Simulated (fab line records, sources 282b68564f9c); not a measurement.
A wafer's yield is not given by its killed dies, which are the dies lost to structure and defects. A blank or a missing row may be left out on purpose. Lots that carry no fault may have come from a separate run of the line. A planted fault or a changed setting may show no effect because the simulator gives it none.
Comparing a struck lot with a sound one	flow rit cmos	18 out of 202 route steps
Sound: these wafers, L631.4, L631.5, L631.6. Wafers L642.3, L642.5, L642.6 were the ones struck. Last of all comes the cause.
Per side, at each step with rows, come the tool, then ch with its chambers, and then its first start. Under that, the readings that differ: sound wafers	struck wafers	difference of the means	sigmas: that difference in standard deviations of wafers without a fault.
alike: a reading whose means differ by less than 2 such deviations, as well as words and numbers matching on both sides. not compared: withheld readings; readings where some wafer has no value; bounds like >300 that might hide an equal value; numbers whose values overlap and for which the record gives no deviation.
A row with sigmas, a row that says differs or no value, or rows on one side alone: a step with any of these is where the two part. Non-overlapping numbers with no deviation appear without sigmas and do not part them. Lack of a reading on every wafer of one side parts them only where that side has two or more wafers.

first, 1 step without rows for these wafers: RIT_CONTACT_HARDBAKE_10 (time 60 s).
RIT_CONTACT_ETCH_11: etches SiO2 in CHF3/CF4/Ar, stops on TiSi2, target depth 480 nm, time 320 s.
  sound on rie diel-04 ch 0,1,2, day 4 20:33; struck on rie diel-04 ch 0,1, day 7 02:37
  alike: drypump motor current A, oes product au, throttle valve pct
  not compared: rf hours counter h
RIT_CONTACT_STRIP_12: strips in O2, time 180 s.
  sound on plasma asher-04 ch 0,1, day 4 20:42; struck on plasma asher-03 ch 0,1, day 7 02:52
  alike: drypump motor current A
  not compared: rf hours counter h
RIT_CONTACT_CD_MEAS_90 targets a cd of 1000 nm.
  sound on cd sem-01, day 4 20:53; struck on cd sem-02, day 7 03:01
  alike: cd nm
then, 2 steps without rows for these wafers: RIT_CONTACT_CLEAN_13 (cleans in SC1, time 600 s); RIT_CONTACT_CLEAN_14 (cleans in SC2, time 600 s).
RIT_M1_SPUTTER_00: material Al, target thk 400 nm, time 500 s.
  sound on pvd sputter-04, day 4 21:19; struck on pvd sputter-01, day 7 03:28
  alike: chamber pressure pa, throttle valve pct
RIT_M1_RS_MEAS_01: measurement is done with a four-point probe.
  sound on film metro-04, day 4 21:40; struck on film metro-01, day 7 03:48
  alike: M1_AL_RS
RIT_M1_THK_MEAS_02: measures by xrf.
  sound on film metro-04, day 4 21:45; struck on film metro-01, day 7 03:54
  alike: M1_AL_THK
then, 3 steps without rows for these wafers: RIT_M1_HMDS_03 (prime time 60 s); RIT_M1_COAT_04 (resist thk 1300 nm); RIT_M1_SOFTBAKE_05 (time 60 s).
RIT_M1_EXPOSE_06: exposes mask M12, target cd 2600 nm.
  sound on iline stepper-02 ch 0, day 4 22:25; struck on iline stepper-02 ch 0, day 7 04:34
reading	sound	struck	difference	sigmas
model.M1.overlay x nm (nm)	0.06922 0.06922 0.06922	239.6 239.6 239.6	+239.5	
  alike: mask
then, 2 steps without rows for these wafers: RIT_M1_PEB_07; RIT_M1_DEVELOP_08 (develop time 68 s).
RIT_M1_CD_MEAS_09 targets a cd of 2600 nm.
  sound on cd sem-01, day 4 22:51; struck on cd sem-02, day 7 04:59
  alike: cd nm
RIT_M1_OVL_MEAS_10:
  sound on overlay-02, day 4 22:55; struck on overlay-02, day 7 05:17
reading	sound	struck	difference	sigmas
M1_OVL (nm)	0.6 -0.3 1.5	238.5 240.4 239.1	+238.7	+99 or more
  not compared: hold
RIT_M1_PROBE_99:
  sound wafers here have rows in the record (prober-01, day 5 01:36); struck ones have none

WHERE THEY PART
First at RIT_M1_OVL_MEAS_10; last, within this record, at RIT_M1_PROBE_99.

WHY: what the simulator had put in
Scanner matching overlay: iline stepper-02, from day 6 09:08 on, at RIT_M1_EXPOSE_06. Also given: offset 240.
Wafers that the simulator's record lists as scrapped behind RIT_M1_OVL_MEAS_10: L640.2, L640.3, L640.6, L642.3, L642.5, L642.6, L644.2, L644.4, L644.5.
